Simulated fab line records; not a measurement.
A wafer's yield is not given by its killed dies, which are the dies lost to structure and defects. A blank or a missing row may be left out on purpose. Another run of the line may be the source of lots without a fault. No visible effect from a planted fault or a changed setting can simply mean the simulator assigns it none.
8D (eight disciplines) problem report, filled in by code + flow berkeley_cmos170 + the parts of the form that need people (team, actions taken, sign-off) are left out

1. PROBLEM STATEMENT
At UCB170_M3_PROBE_99, killed_at_M0_to_M3 averages 142.2 over 6 wafers from 2 lots, while fault-free wafers read 1.0, standard deviation 0.88. So: +99 or more standard deviations from the usual mean.
First observed at day 11 22:31: wafer L725.1, on prober-01. The record has a number at this step for 41 wafers belonging to 14 lots. Rule for "out" (also "out of limits"): further than 4 standard deviations from the usual mean. The rest of the wafers with a number are treated as sound.

2. WHAT IT IS; WHAT IT IS NOT
| question                    | is                                                                                                                                                              | is not                                                                 |
|-----------------------------|-----------------------------------------------------------------------------------------------------------------------------------------------------------------|------------------------------------------------------------------------|
| which readings at this step | killed_at_M0_to_M3, defect_limited_yield, killed_dies, killed_on_rim, sort_bin_3_pad_short, sort_bin_5_function, sort_bin_6_memory, sort_n_pass, sort_yield_pct | killed_open                                                            |
| which lots                  | L725, L727                                                                                                                                                      | L706, L707, L708, L709, L710, L712, L713, L714, L715, L716, L717, L726 |
| which wafers of those lots  | all that have a number                                                                                                                                          | -                                                                      |
| read on which tools         | prober-01, prober-02                                                                                                                                            | -                                                                      |
| when                        | from day 11 22:31                                                                                                                                               | up to then (32 sound wafers); but 3 sound wafers of L726 came after    |

3. SUSPECTS, AND WHAT RULES EACH OUT
Counting: a tool stays on the suspect list if, at a process step up to the reading, it processed all lots that are out and no sound lot following the first of them.
- cmp-02 at UCB170_V2_CMP_02 (polishes SiO2): kept. It processed each lot that is out, first L725 at day 11 17:36, and no sound lot thereafter; up to then, the last sound lot it processed was L717 at day 10 01:34.
Remaining after the count: cmp-02 at UCB170_V2_CMP_02.

4. THE CAUSE (what the simulator had put in)
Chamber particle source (cmp-02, UCB170_V2_CMP_02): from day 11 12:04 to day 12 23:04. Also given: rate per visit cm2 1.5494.
The count eliminated every tool but this one.

5. THE EFFECT CHAIN, in route order
Each row: a reading where the mean over the struck wafers with a number is more than 3 standard deviations away from the usual. Only readings for which the record gives a usual standard deviation are gone through. hours: the time from each lot's start at the first step in this table that gives one to its start at this step, as a median over the lots. sigmas: the change in usual standard deviations.
| hours | step               | reading              | usual  | on struck wafers | change | sigmas      |
|-------|--------------------|----------------------|--------|------------------|--------|-------------|
| 0     | UCB170_M3_PROBE_99 | defect_limited_yield | 98.6 % | 44.9             | -53.7  | -66         |
| 0     | UCB170_M3_PROBE_99 | killed_at_M0_to_M3   | 1.0    | 142.2            | +141.2 | +99 or more |
| 0     | UCB170_M3_PROBE_99 | killed_dies          | 3.6    | 145.5            | +141.9 | +68         |
| 0     | UCB170_M3_PROBE_99 | killed_on_rim        | 1.0    | 39.2             | +38.2  | +35         |
| 0     | UCB170_M3_PROBE_99 | sort_bin_3_pad_short | 0.1 %  | 3.9              | +3.8   | +25         |
| 0     | UCB170_M3_PROBE_99 | sort_bin_5_function  | 0.9 %  | 34.6             | +33.7  | +50         |
| 0     | UCB170_M3_PROBE_99 | sort_bin_6_memory    | 0.4 %  | 16.7             | +16.3  | +45         |
| 0     | UCB170_M3_PROBE_99 | sort_n_pass          | 260.4  | 118.5            | -141.9 | -68         |
| 0     | UCB170_M3_PROBE_99 | sort_yield_pct       | 98.6 % | 44.9             | -53.7  | -67         |
It contains these process steps:
- UCB170_M3_PROBE_99

6. WHAT WOULD HAVE CAUGHT IT SOONER
The fault began at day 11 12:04; the first out-of-limits reading in this record came at day 11 22:31, 10 hours later.
Of the tool readings at UCB170_V2_CMP_02 for which the record gives a usual standard deviation, none was out on any struck wafer, so an alarm limit of 4 standard deviations on them would not have fired.
The start of UCB170_V2_CMP_02 on cmp-02 came by day 11 22:31 for every one of the lots that are out (2). None of them would have been spared by holding the tool at that moment.
